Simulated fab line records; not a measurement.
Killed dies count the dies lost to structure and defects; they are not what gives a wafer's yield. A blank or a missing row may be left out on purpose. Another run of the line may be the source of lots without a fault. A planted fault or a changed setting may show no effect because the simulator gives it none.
A lot that was struck, set against a sound lot ; flow berkeley_cmos170 ; 14 out of 331 route steps
Sound: the wafers L942.1, L942.2, L942.4. The struck wafers were L945.4, L945.5, L945.6. Last of all comes the cause.
Per side, at each step with rows, come the tool, then ch with its chambers, and then its first start. Under that, the readings that differ: sound wafers ; struck wafers ; difference of the means ; sigmas: that difference in standard deviations of wafers without a fault.
alike: same words and numbers on both sides, and readings whose means sit less than 2 such deviations apart. not compared: any withheld reading, any reading some wafer has no value for, any bound like >300 that may hide the same value, and any number with overlapping values for which the record gives no deviation.
A row with sigmas, a row that says differs or no value, or rows on one side alone: a step with any of these is where the two part. When numbers do not overlap yet have no deviation, they are printed without sigmas and do not part them. A reading missing from all wafers of one side parts the sides only when that side holds two or more wafers.

first, 5 steps without rows for these wafers: UCB170_WELLDRIVE_ANNEAL_03 (time 900 s); UCB170_WELLDRIVE_WET_ETCH_04 (etches SiO2 in BOE, time 120 s); UCB170_ACTIVE_CLEAN_00 (cleans in SPM, time 600 s); UCB170_ACTIVE_CLEAN_01 (cleans in dHF, time 60 s); UCB170_ACTIVE_OXIDATION_02 (target thk 26.4 nm, ox time 1260 s).
UCB170_ACTIVE_THK_MEAS_03:
  sound on film_metro-04 at day 6 15:56; struck on film_metro-03 at day 7 05:56
  alike: ACTIVE_OXIDE_THK
then, 2 steps without rows for these wafers: UCB170_ACTIVE_ANNEAL_04 (time 900 s); UCB170_ACTIVE_CVD_05 (deposits Si3N4 from SiH2Cl2/NH3, target thk 220 nm, time 3300 s).
UCB170_ACTIVE_THK_MEAS_06:
  sound on film_metro-03 at day 6 20:20; struck on film_metro-03 at day 7 11:47
  alike: ACTIVE_NITRIDE_THK
then, 3 steps without rows for these wafers: UCB170_ACTIVE_HMDS_07 (prime time 60 s); UCB170_ACTIVE_COAT_08 (resist thk 900 nm); UCB170_ACTIVE_SOFTBAKE_09 (time 60 s).
UCB170_ACTIVE_EXPOSE_10: exposes mask ACTIVE, target cd 1200 nm.
  sound on krf_scanner-01 ch 0, day 6 20:50; struck on krf_scanner-02, day 7 12:20
  no value came back on the struck wafers for exposure_dose_mJ_cm2, focus_offset_nm (nm), reticle_temp_C (C); on the sound wafers exposure_dose_mJ_cm2 reads 19.957 20.005 19.992
  alike: mask
after that, 1 step had no rows for these wafers: UCB170_ACTIVE_PEB_11.

== WHERE THEY PART ==
Only at UCB170_ACTIVE_EXPOSE_10, within this record.

WHY: what the simulator had put in
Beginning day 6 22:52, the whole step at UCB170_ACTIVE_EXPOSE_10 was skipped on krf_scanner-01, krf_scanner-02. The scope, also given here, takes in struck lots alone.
